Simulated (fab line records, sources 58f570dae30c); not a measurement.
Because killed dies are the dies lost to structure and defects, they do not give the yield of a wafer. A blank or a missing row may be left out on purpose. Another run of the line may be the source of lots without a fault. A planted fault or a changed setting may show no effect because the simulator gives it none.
Struck lot and sound lot, side by side    flow berkeley cmos170    16 out of 331 route steps
Sound: the wafers L119.2, L119.3, L119.4. Struck: wafers L123.1, L123.2, L123.5. The cause is given at the end.
Each step with rows lists, per side, the tool, then ch with its chambers, then its first start. Under that, the readings that differ: sound wafers    struck wafers    difference of the means    sigmas: that difference in standard deviations of wafers without a fault.
alike: same words and numbers on both sides, and readings whose means sit less than 2 such deviations apart. not compared: any withheld reading, any reading some wafer has no value for, any bound like >300 that may hide the same value, and any number with overlapping values for which the record gives no deviation.
The two part at a step that has a row with sigmas, a row that says differs or no value, or rows on one side only. Numbers that don't overlap but have no deviation are shown without sigmas and don't part them. A reading that every wafer of one side lacks parts them only if that side has two wafers or more.

UCB170_PWELL_THK_MEAS_03:
  struck on film metro-02, day 4 04:46; sound on film metro-01, day 3 09:47
  alike: PWELL_OXIDE_THK
then, 2 steps without rows for these wafers: UCB170_PWELL_ANNEAL_04 (time 900 s); UCB170_PWELL_CVD_05 (deposits Si3N4 from SiH2Cl2/NH3, target thk 220 nm, time 3300 s).
UCB170_PWELL_THK_MEAS_06:
  struck on film metro-03, day 4 09:17; sound on film metro-01, day 3 15:25
  alike: PWELL_NITRIDE_THK
then, 6 steps without rows for these wafers: UCB170_PWELL_HMDS_07 (prime time 60 s); UCB170_PWELL_COAT_08 (resist thk 900 nm); UCB170_PWELL_SOFTBAKE_09 (time 60 s); UCB170_PWELL_EXPOSE_10 (exposes mask PWELL, target cd 3000 nm); UCB170_PWELL_PEB_11; UCB170_PWELL_DEVELOP_12 (develop time 45 s).
UCB170_PWELL_OVL_MEAS_13:
  struck on overlay-02, day 4 10:11; sound on overlay-02, day 3 16:52
  alike: PWELL_OVL
UCB170_PWELL_ETCH_14: etches Si3N4 in CH3F/Ar/O2, stops on SiO2, target depth 242 nm, time 151 s.
  sound on rie diel-01 ch 0,2,3, day 3 16:53; struck on rie diel-02 ch 0,2, day 4 10:13
  alike: CH3F_flow_sccm, drypump motor current A, oes product au, throttle valve pct
  not compared: rf hours counter h
UCB170_PWELL_IMPLANT_15:
  sound on implanter-01 ch 0, day 3 17:01; struck on implanter-02 ch 0, day 4 10:38
  alike: faraday current uA
UCB170_PWELL_STRIP_16: strips in O2.
  sound on plasma asher-02 ch 0,1, day 3 17:09; struck on plasma asher-02 ch 0,1, day 4 10:47
  alike: drypump motor current A, oes product au, strip time to endpoint s
  not compared: rf hours counter h
UCB170_PWELL_TW_MEAS_17:
  struck on film metro-02, day 4 10:53; sound on film metro-02, day 3 17:16
reading   sound              struck             difference  sigmas
PWELL_TW  383.2 382.2 382.9  473.6 475.1 473.7  +91.4       +33
then, 1 step without rows for these wafers: UCB170_PWELL_CLEAN_18 (cleans in SPM, time 600 s).

WHERE THEY PART
UCB170_PWELL_TW_MEAS_17 only, going by this record.

WHY: what had been put in by the simulator
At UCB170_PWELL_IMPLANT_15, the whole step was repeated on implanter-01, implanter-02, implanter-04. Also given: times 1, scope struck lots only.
